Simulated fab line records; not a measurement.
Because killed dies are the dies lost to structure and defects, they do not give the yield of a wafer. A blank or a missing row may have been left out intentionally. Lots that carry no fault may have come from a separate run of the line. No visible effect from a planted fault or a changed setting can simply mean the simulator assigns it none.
fab line records	flow ritCmos
record lots=7	wafers=21	lastDay=7
route steps=202 shown CONTACT@178 M1@184
lots with no fault: from the same line, run without faults
startH: hours from the record's first day to the start of the lot's first wafer shown	waitH: how many hours have passed since the lot's step before this one	" unchanged from the row above	L1.1+2: several wafers, shown together as one row	- value missing, or start not given	* or withheld: withheld	< > ~ a bound
route shown NAME@n: NAME is a module with steps in the file, n the number in the route of the first one	usual: the fault-free wafers' mean and standard deviation	same: alike in all rows	chamber/n: place in a boat	sites: the reading at each site	_std_site: the values' standard deviation	_edge_site: inner sites' mean taken away from outer sites' mean	radiusMm: for every site, how far away it sits from the centre of the wafer	mask NAME#n: copy n	behind: the most recent tool/chamber to have shaped the wafer	hold: why the lot went on hold/how many hours it stayed there/how the hold came to an end	device: whichever transistor did not switch (one of n, p or np)	end of line: at the end of the route, the tests of the same wafers	a step without rows: its recipe alone	killed: at the first sort, the dies lost to defects and structure; wafer yield is something else	map: the dies of a wafer, with x for killed, . for not killed, _ for no die there
set.NAME: the run value of the setting; set.NAME@STEP: its run value at that earlier step	model.NAME: the simulator's own value behind a step, which no gauge read
certain route steps with their lots: each step a table, each wafer a row
services: a tool's chamber out of use, with start hour (startH, from the record's first day; less than 0 if before it), hours out, and reason
## steps
# step RIT_CONTACT_HARDBAKE_10
# recipe resist=NOVOLAK	tempC=140	timeS=60
# step RIT_CONTACT_ETCH_11
# recipe targetDepthA=4800	overEtchFrac=0.2	stopOn=TiSi2	chemistry=CHF3/CF4/Ar	target=SiO2	CHF3_flow_sccm=50	cf4FlowSccm=10	Ar_flow_sccm=100	O2_flow_sccm=5	pressureMtorr=100	rfW=200	timeS=320
# usual O2_flow_sccm=5.000/0.016	drypumpMotorCurrentA=5.9/0.5	oesProductAu=0.989/0.015	throttleValvePct=8.85/0.11
lot.wafer	tool	chamber	startH	waitH	O2_flow_sccm	drypumpMotorCurrentA	oesProductAu	rfHoursCounterH	throttleValvePct
L362.2	rieDiel-04	2	67.34	0.1	4.995	5.6	0.970	143	8.89
L362.3	"	3	"	"	5.003	6.4	1.007	132	8.85
L362.6	"	1	"	"	4.983	5.9	0.996	-	8.78
L363.1	rieDiel-02	1	70.90	0.1	5.013	5.6	0.988	38	8.94
L363.3	"	2	"	"	5.005	6.7	0.964	143	8.81
L363.5	"	1	"	"	5.011	5.6	0.994	-	8.94
L367.2	rieDiel-04	3	89.52	0.1	5.014	6.4	1.004	133	8.87
L367.4	"	0	"	"	5.014	5.5	0.989	152	9.03
L367.5	"	0	"	"	5.013	5.5	0.993	-	9.04
L378.1	rieDiel-02	1	142.86	0.1	4.993	5.6	0.998	39	8.94
L378.2	"	2	"	"	5.032	6.7	0.972	145	8.78
L378.4	"	3	"	"	4.979	5.0	1.007	69	8.76
L380.3	rieDiel-04	3	152.58	0.1	4.966	6.5	0.998	134	8.85
L380.5	"	2	"	"	4.996	5.6	0.963	-	8.88
L380.6	"	3	"	"	4.973	6.5	1.012	-	8.84
L381.1	rieDiel-04	1	159.42	0.1	4.991	5.9	0.993	41	8.78
L381.4	"	3	"	"	5.009	6.5	1.011	134	8.83
L381.6	"	2	"	"	5.003	5.6	0.965	-	8.89
L382.2	rieDiel-04	0	163.56	0.1	5.004	5.6	1.004	0	9.03
L382.4	"	3	"	"	4.986	6.4	1.012	134	8.86
L382.5	"	2	"	"	4.972	5.6	0.966	-	8.90
# step RIT_CONTACT_STRIP_12
# recipe chemistry=O2	timeS=180	resist=NOVOLAK	platenTempC=withheld	powerW=500	pressureMtorr=4000	o2FlowSccm=4000
# usual drypumpMotorCurrentA=5.92/0.18
lot.wafer	tool	chamber	startH	waitH	drypumpMotorCurrentA	rfHoursCounterH
L362.2	plasmaAsher-02	0	67.54	0.1	5.96	41
L362.3	"	0	"	"	5.97	-
L362.6	"	1	"	"	5.86	-
L363.1	plasmaAsher-02	1	71.09	0.1	5.88	42
L363.3	"	0	"	"	5.93	-
L363.5	"	1	"	"	5.89	-
L367.2	plasmaAsher-02	1	89.71	0.1	5.86	44
L367.4	"	0	"	"	5.94	-
L367.5	"	1	"	"	5.88	-
L378.1	plasmaAsher-02	1	143.05	0.1	5.90	50
L378.2	"	0	"	"	5.94	50
L378.4	"	1	"	"	5.89	-
L380.3	plasmaAsher-01	1	152.83	0.2	6.05	-
L380.5	"	0	"	"	5.57	-
L380.6	"	1	"	"	6.06	-
L381.1	plasmaAsher-01	0	159.61	0.1	5.57	5
L381.4	"	0	"	"	5.55	-
L381.6	"	0	"	"	5.59	-
L382.2	plasmaAsher-02	1	163.75	0.1	5.88	53
L382.4	"	1	"	"	5.90	-
L382.5	"	0	"	"	5.95	-
# step RIT_CONTACT_CD_MEAS_90
# recipe targetCdNm=1000
# usual cdNm=1000.3/2
lot.wafer	tool	chamber	startH	waitH	cdNm
L362.2	cdSem-02	-	67.73	0.1	999.9
L362.3	"	-	"	"	1000.9
L362.6	"	-	"	"	1001.1
L363.1	cdSem-01	-	71.27	0.1	1002.4
L363.3	"	-	"	"	1000.1
L363.5	"	-	"	"	1001.7
L367.2	cdSem-01	-	89.91	0.1	1000.5
L367.4	"	-	"	"	999.0
L367.5	"	-	"	"	999.7
L378.1	cdSem-02	-	143.23	0.1	998.1
L378.2	"	-	"	"	995.6
L378.4	"	-	"	"	997.5
L380.3	cdSem-02	-	152.99	0.1	998.6
L380.5	"	-	"	"	998.9
L380.6	"	-	"	"	1000.3
L381.1	cdSem-02	-	159.79	0.1	998.8
L381.4	"	-	"	"	997.9
L381.6	"	-	"	"	999.0
L382.2	cdSem-01	-	163.95	0.1	999.3
L382.4	"	-	"	"	998.8
L382.5	"	-	"	"	997.2
# step RIT_CONTACT_CLEAN_13
# recipe chemistry=SC1	mix=3:3:50	timeS=600	tempC=75
# step RIT_CONTACT_CLEAN_14
# recipe chemistry=SC2	mix=3:3:50	timeS=600	tempC=75	dry=n2Spin
# step RIT_M1_SPUTTER_00
# recipe material=Al	targetThkNm=400	powerW=2000	chamberPressurePa=0.4	gas=Ar	timeS=500	substrateTempC=25
# usual throttleValvePct=29.4/0.87
lot.wafer	tool	chamber	startH	waitH	throttleValvePct
L362.2	pvdSputter-02	-	68.18	0.0	27.3
L362.3	"	-	"	"	29.5
L362.6	"	-	"	"	29.0
L363.1	pvdSputter-01	-	71.74	0.0	30.2
L363.3	"	-	"	"	29.8
L363.5	"	-	"	"	29.9
L367.2	pvdSputter-01	-	90.36	0.0	30.1
L367.4	"	-	"	"	30.1
L367.5	"	-	"	"	30.2
L378.1	pvdSputter-01	-	143.89	0.0	29.9
L378.2	"	-	"	"	28.7
L378.4	"	-	"	"	29.9
L380.3	pvdSputter-01	-	153.44	0.0	29.8
L380.5	"	-	"	"	30.1
L380.6	"	-	"	"	30.0
L381.1	pvdSputter-02	-	160.27	0.0	29.3
L381.4	"	-	"	"	27.5
L381.6	"	-	"	"	29.5
L382.2	pvdSputter-01	-	164.40	0.0	30.0
L382.4	"	-	"	"	30.1
L382.5	"	-	"	"	29.9
# step RIT_M1_RS_MEAS_01
# recipe thkMeasGauge=four-point-probe	reads=Al_of_M1_SPUTTER_00
# usual M1_AL_RS=0.0736/0.00056
lot.wafer	tool	chamber	startH	waitH	M1_AL_RS[ohm/sq]
L362.2	filmMetro-01	-	68.50	0.2	0.0735
L362.3	"	-	"	"	0.0736
L362.6	"	-	"	"	0.0731
L363.1	filmMetro-03	-	72.03	0.1	0.0745
L363.3	"	-	"	"	0.0736
L363.5	"	-	"	"	0.0739
L367.2	filmMetro-03	-	90.67	0.2	0.0741
L367.4	"	-	"	"	0.0748
L367.5	"	-	"	"	0.0745
L378.1	filmMetro-02	-	144.18	0.1	0.0730
L378.2	"	-	"	"	0.0734
L378.4	"	-	"	"	0.0728
L380.3	filmMetro-02	-	153.77	0.2	0.0734
L380.5	"	-	"	"	0.0739
L380.6	"	-	"	"	0.0740
L381.1	filmMetro-02	-	160.57	0.1	0.0727
L381.4	"	-	"	"	0.0739
L381.6	"	-	"	"	0.0733
L382.2	filmMetro-02	-	164.71	0.2	0.0731
L382.4	"	-	"	"	0.0734
L382.5	"	-	"	"	0.0737
# step RIT_M1_THK_MEAS_02
# recipe thkMeasGauge=xrf	reads=Al_of_M1_SPUTTER_00
# usual M1_AL_THK=409/4.1
lot.wafer	tool	chamber	startH	waitH	M1_AL_THK[nm]
L362.2	filmMetro-01	-	68.61	0.1	408
L362.3	"	-	"	"	409
L362.6	"	-	"	"	414
L363.1	filmMetro-03	-	72.15	0.1	402
L363.3	"	-	"	"	405
L363.5	"	-	"	"	405
L367.2	filmMetro-03	-	90.78	0.1	403
L367.4	"	-	"	"	399
L367.5	"	-	"	"	402
L378.1	filmMetro-02	-	144.30	0.1	410
L378.2	"	-	"	"	409
L378.4	"	-	"	"	413
L380.3	filmMetro-02	-	153.87	0.1	409
L380.5	"	-	"	"	405
L380.6	"	-	"	"	406
L381.1	filmMetro-02	-	160.69	0.1	414
L381.4	"	-	"	"	407
L381.6	"	-	"	"	410
L382.2	filmMetro-02	-	164.82	0.1	410
L382.4	"	-	"	"	412
L382.5	"	-	"	"	406
# step RIT_M1_HMDS_03
# recipe primeTimeS=60	primeTempC=140
# step RIT_M1_COAT_04
# recipe resist=NOVOLAK	spinRpm=2000	resistThkNm=1300
# step RIT_M1_SOFTBAKE_05
# recipe resist=NOVOLAK	tempC=90	timeS=60
# step RIT_M1_EXPOSE_06
# recipe maskId=M12	na=0.6	sourceShape=conventional	sigmaOuter=0.5	targetCdNm=2600	doseMj=250
lot.wafer	tool	chamber	startH	waitH	mask	model.M1.overlayXNm
L362.2+3+6	ilineStepper-01	0	69.25	0.2	M12#0	-1.368
L363.1+3+5	ilineStepper-02	0	72.79	0.2	M12#0	0.1481
L367.2+4+5	ilineStepper-01	0	91.30	0.1	M12#0	-1.415
L378.1+2+4	ilineStepper-01	0	144.81	0.1	M12#0	240
L380.3+5+6	ilineStepper-02	0	154.40	0.1	M12#0	0.1555
L381.1+4+6	ilineStepper-01	0	161.32	0.2	M12#0	240.4
L382.2+4+5	ilineStepper-01	0	165.34	0.1	M12#0	238.3
# step RIT_M1_PEB_07
# recipe resist=NOVOLAK	tempC=withheld	timeS=withheld
# step RIT_M1_DEVELOP_08
# recipe resist=NOVOLAK	developTimeS=68	devTempC=23
# step RIT_M1_CD_MEAS_09
# recipe targetCdNm=2600
# usual cdNm=2600.7/1.6
lot.wafer	tool	chamber	startH	waitH	cdNm
L362.2	cdSem-01	-	69.69	-	2600.7
L362.3	"	-	"	"	2599.5
L362.6	"	-	"	"	2601.8
L363.1	cdSem-01	-	73.22	-	2604.0
L363.3	"	-	"	"	2603.4
L363.5	"	-	"	"	2601.3
L367.2	cdSem-01	-	91.73	-	2600.5
L367.4	"	-	"	"	2600.9
L367.5	"	-	"	"	2601.1
L378.1	cdSem-01	-	145.24	-	2603.1
L378.2	"	-	"	"	2601.1
L378.4	"	-	"	"	2602.9
L380.3	cdSem-01	-	154.83	-	2599.4
L380.5	"	-	"	"	2601.2
L380.6	"	-	"	"	2601.7
L381.1	cdSem-01	-	161.75	-	2598.3
L381.4	"	-	"	"	2598.3
L381.6	"	-	"	"	2599.6
L382.2	cdSem-01	-	165.80	-	2599.4
L382.4	"	-	"	"	2602.3
L382.5	"	-	"	"	2597.0
# step RIT_M1_OVL_MEAS_10
# usual M1_OVL=-1.2/1.3
lot.wafer	tool	chamber	startH	waitH	M1_OVL[nm]
L362.2	overlay-01	-	69.80	0.1	-2.0
L362.3	"	-	"	"	-1.9
L362.6	"	-	"	"	-1.3
L363.1	overlay-01	-	73.34	0.1	-3.0
L363.3	"	-	"	"	-0.2
L363.5	"	-	"	"	-1.8
L367.2	overlay-01	-	91.84	0.1	1.0
L367.4	"	-	"	"	-1.0
L367.5	"	-	"	"	-0.2
L378.1	overlay-02	-	145.36	0.1	237.7
L378.2	"	-	"	"	238.1
L378.4	"	-	"	"	239.1
L380.3	overlay-02	-	154.92	0.1	-2.2
L380.5	"	-	"	"	-0.2
L380.6	"	-	"	"	-1.9
L381.1	overlay-02	-	161.87	0.1	238.9
L381.4	"	-	"	"	237.3
L381.6	"	-	"	"	237.9
L382.2	overlay-01	-	165.91	0.1	238.7
L382.4	"	-	"	"	238.4
L382.5	"	-	"	"	235.9
# step RIT_M1_HARDBAKE_11
# recipe resist=NOVOLAK	tempC=140	timeS=120
# step RIT_M1_PROBE_99
# usual defectLimitedYield=97.4/1.1	killedAtContacts=0.1/0.31	killedAtFrontEnd=7/3	killedDies=7/3	killedOpen=3.2/1.9	killedShort=3.6/2.2	sort_bin_3_pad_short=0.1/0.24	sort_bin_5_function=1.5/0.78	sort_bin_6_memory=1.0/0.66	sortNPass=257/3	sortYieldPct=97.4/1.1
# same grossDies=264	killed_at_M0_to_M3=0	killed_at_M4_up=0	killedAtBackSide=0	killedAtOther=0
lot.wafer	tool	chamber	startH	waitH	defectLimitedYield[%]	killedAtContacts	killedAtFrontEnd	killedDies	killedOpen	killedShort	sort_bin_3_pad_short[%]	sort_bin_5_function[%]	sort_bin_6_memory[%]	sortNPass	sortYieldPct[%]	model.etest.nmos_0p15.junctionLog10AUm	model.etest.nmosNarrow.offLog10AUm	model.etest.gateEndArray.leakLog10AUm	model.etest.nmos_0p3.offLog10AUm	model.etest.pmos_0p15.junctionLog10AUm	model.etest.contactDiodeArray.leakLog10A	model.etest.pmos_0p3.offLog10AUm	model.etest.contactNpoly.rcOhm
L362.2	prober-01	-	72.38	0.1	98.1	0	5	5	2	2	0.4	0.4	1.1	259	98.1	-13.61	-13.22	-12.81	-12.96	-13.71	-9.569	-13.07	1.349
L362.3	prober-01	-	72.43	0.2	97.7	0	6	6	5	0	0	1.9	0.4	258	97.7	-13.46	-13.26	-12.76	-12.99	-13.75	-9.608	-12.77	1.327
L362.6	prober-01	-	72.58	0.2	96.6	0	9	9	3	5	0	1.9	1.5	255	96.6	-13.68	-13.12	-12.76	-12.93	-13.83	-9.413	-12.69	1.461
L363.1	prober-02	-	75.88	0.1	99.2	0	2	2	1	1	0	0.4	0.4	262	99.2	-13.55	-13.23	-12.87	-13	-13.91	-9.44	-12.88	1.39
L363.3	prober-02	-	75.98	0.2	96.6	0	9	9	2	7	0.4	1.5	1.5	255	96.6	-13.62	-13.16	-12.73	-13.02	-13.71	-9.492	-12.78	1.422
L363.5	prober-02	-	76.08	0.2	98.9	0	3	3	1	2	0	1.1	0	261	98.9	-13.56	-13.28	-12.73	-12.92	-13.72	-9.429	-12.97	1.411
L367.2	prober-02	-	94.44	0.1	97.7	0	6	6	4	1	0	1.5	0.8	258	97.7	-13.47	-13.22	-12.94	-13.16	-13.86	-9.381	-12.84	1.375
L367.4	prober-02	-	94.54	0.2	97.7	0	6	6	1	5	0.4	1.5	0.4	258	97.7	-13.58	-13.25	-12.78	-12.98	-13.82	-9.453	-12.92	1.387
L367.5	prober-02	-	94.59	0.2	97.3	0	7	7	3	4	0	1.5	1.1	257	97.3	-13.54	-13.31	-13.21	-13.21	-13.68	-9.655	-12.78	1.433
L378.1	prober-01	-	147.92	0.1	96.2	0	10	10	7	3	0	2.7	1.1	254	96.2	-12.06	-12.04	-11.79	-12.03	-13	-8.64	-12.62	1.408
L378.2	prober-01	-	147.97	0.1	97.3	1	6	7	5	2	0	2.3	0.4	257	97.3	-12.18	-12.15	-11.89	-12.13	-13.06	-8.781	-12.72	1.446
L378.4	prober-01	-	148.07	0.2	96.2	0	10	10	6	4	0.4	2.3	1.1	254	96.2	-12.25	-12.23	-12.08	-12.21	-13.13	-8.854	-12.78	1.448
L380.3	prober-01	-	157.56	0.2	96.6	0	9	9	2	7	0.8	1.9	0.8	255	96.6	-13.62	-13.12	-12.7	-12.95	-13.84	-9.417	-13.03	1.385
L380.5	prober-01	-	157.66	0.2	99.2	0	2	2	0	2	0	0	0.8	262	99.2	-13.47	-13.27	-12.84	-13	-13.74	-9.438	-13.1	1.413
L380.6	prober-01	-	157.71	0.2	98.9	0	3	3	1	2	0	0	1.1	261	98.9	-13.54	-13.05	-12.98	-13.16	-13.89	-9.334	-12.9	1.315
L381.1	prober-02	-	164.41	0.1	99.2	0	2	2	1	1	0	0	0.8	262	99.2	-12.18	-12.17	-12.07	-12.16	-13.12	-8.709	-12.7	1.444
L381.4	prober-02	-	164.56	0.2	98.9	0	3	3	2	1	0	0.8	0.4	261	98.9	-12.18	-12.17	-11.92	-12.16	-13.08	-8.613	-12.63	1.424
L381.6	prober-02	-	164.66	0.2	97.0	0	8	8	7	1	0	1.1	1.9	256	97.0	-12.16	-12.14	-11.81	-12.13	-13.1	-8.6	-12.56	1.423
L382.2	prober-01	-	168.49	0.1	96.2	0	10	10	5	5	0.4	2.3	1.1	254	96.2	-12.12	-12.1	-11.96	-12.09	-13.04	-8.645	-12.69	1.402
L382.4	prober-01	-	168.59	0.2	95.5	0	12	12	4	8	0.4	2.3	1.9	252	95.5	-12.25	-12.22	-11.99	-12.2	-13.17	-8.758	-12.62	1.414
L382.5	prober-01	-	168.64	0.2	98.1	0	5	5	3	2	0	1.5	0.4	259	98.1	-12.09	-12.06	-11.79	-12.03	-13.02	-8.749	-12.5	1.443
# killed by level:class
L362.2 FOX1:geometricParticle:open=1 GATE:geometricParticle:open=1 GATE:geometricParticle:short=1 SILICIDE:geometricParticle:short=1 PSD:coatMicrobubblePrinted=1
L362.3 SPACER:geometricParticle:open=2 FOX1:geometricParticle:open=1 GATE:geometricParticle:open=1 SILICIDE:geometricParticle:open=1 PSD:coatMicrobubblePrinted=1
L362.6 SPACER:geometricParticle:open=2 SILICIDE:geometricParticle:short=2 FOX1:geometricParticle:open=1 FOX1:geometricParticle:short=1 GATE:geometricParticle:short=1 SPACER:geometricParticle:short=1 PSD:coatMicrobubblePrinted=1
L363.1 REOX:geometricParticle:short=1 SPACER:geometricParticle:open=1
L363.3 GATE:geometricParticle:short=4 FOX1:geometricParticle:short=3 GATE:geometricParticle:open=1 REOX:geometricParticle:open=1
L363.5 GATE:geometricParticle:short=2 GATE:geometricParticle:open=1
L367.2 REOX:geometricParticle:open=4 SILICIDE:geometricParticle:short=1 PRETRO:coatMicrobubblePrinted=1
L367.4 FOX1:geometricParticle:short=2 GATE:geometricParticle:open=1 GATE:geometricParticle:short=1 REOX:geometricParticle:short=1 SPACER:geometricParticle:short=1
L367.5 FOX1:geometricParticle:short=1 GATE:geometricParticle:open=1 GATE:geometricParticle:short=1 REOX:geometricParticle:open=1 REOX:geometricParticle:short=1 SILICIDE:geometricParticle:short=1 SILICIDE:geometricParticle:open=1
L378.1 GATE:geometricParticle:open=5 GATE:geometricParticle:short=3 FOX1:geometricParticle:open=2
L378.2 FOX1:geometricParticle:open=2 GATE:geometricParticle:open=2 GATE:geometricParticle:short=1 SILICIDE:geometricParticle:short=1 CONTACT:geometricParticle:open=1
L378.4 FOX1:geometricParticle:open=3 SILICIDE:geometricParticle:open=3 GATE:geometricParticle:short=2 FOX1:geometricParticle:short=1 REOX:geometricParticle:short=1
L380.3 REOX:geometricParticle:short=3 FOX1:geometricParticle:short=2 FOX1:geometricParticle:open=1 GATE:geometricParticle:open=1 SPACER:geometricParticle:short=1 SILICIDE:geometricParticle:short=1
L380.5 SPACER:geometricParticle:short=1 SILICIDE:geometricParticle:short=1
L380.6 FOX1:geometricParticle:short=1 FOX2:geometricParticle:open=1 REOX:geometricParticle:short=1
L381.1 GATE:geometricParticle:short=1 REOX:geometricParticle:open=1
L381.4 GATE:geometricParticle:short=1 GATE:geometricParticle:open=1 SPACER:geometricParticle:open=1
L381.6 SILICIDE:geometricParticle:open=3 GATE:geometricParticle:open=2 FOX1:geometricParticle:open=1 FOX1:geometricParticle:short=1 REOX:geometricParticle:open=1
L382.2 GATE:geometricParticle:short=3 GATE:geometricParticle:open=3 REOX:geometricParticle:short=1 REOX:geometricParticle:open=1 SPACER:geometricParticle:short=1 SPACER:geometricParticle:open=1
L382.4 FOX2:geometricParticle:short=2 GATE:geometricParticle:open=2 SPACER:geometricParticle:open=2 SILICIDE:geometricParticle:short=2 ACTIVE:geometricParticle:short=1 FOX1:geometricParticle:short=1 GATE:geometricParticle:short=1 SPACER:geometricParticle:short=1
L382.5 GATE:geometricParticle:open=2 GATE:geometricParticle:short=2 REOX:geometricParticle:open=1
## services
tool	chamber	startH	hours	kind
rieDiel-04	3	43.88	1.8	repair
rieDiel-02	1	50.83	7.6	repair
ilineStepper-01	-	54.58	11.4	repair
ilineStepper-02	-	77.11	1.7	pm
rieDiel-02	3	105.16	7.2	repair
ilineStepper-02	-	106.80	2.1	pm
plasmaAsher-01	-	108.75	9.0	pm
plasmaAsher-01	0	108.75	9.0	ventCycle
plasmaAsher-01	1	108.75	9.0	ventCycle
ilineStepper-02	-	108.88	-	consumableReplace:lamp
rieDiel-02	1	109.64	7.4	repair
plasmaAsher-01	0	117.75	-	clean
plasmaAsher-01	1	117.75	-	clean
ilineStepper-01	-	125.10	6.2	repair
ilineStepper-02	0	128.98	-	calibration
rieDiel-04	0	133.36	-	clean
rieDiel-04	0	133.36	24.2	scheduledDown
rieDiel-04	0	133.36	24.2	ventCycle
ilineStepper-01	-	150.53	9.9	repair
## key
firstSign step=RIT_M1_OVL_MEAS_10	reading=M1_OVL	direction=up	sigmas=99+	usual=-1.2	struck=238.0
effect none on later readings
modelEffect step=RIT_M1_EXPOSE_06	value=M1.overlayXNm	without=-0.4216	struck=239.6
modelEffect step=RIT_M1_PROBE_99	value=etest.nmos_0p15.junctionLog10AUm	without=-13.57	struck=-12.16
metAt RIT_M1_EXPOSE_06
struckWafers L378.1,L378.2,L378.4,L381.1,L381.4,L381.6,L382.2,L382.4,L382.5
onsetBetween 91.30 144.81
fault kind=scannerMatchingOverlay	tool=ilineStepper-01	chamber=-	onsetH=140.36	steps=RIT_M1_EXPOSE_06	offset=240
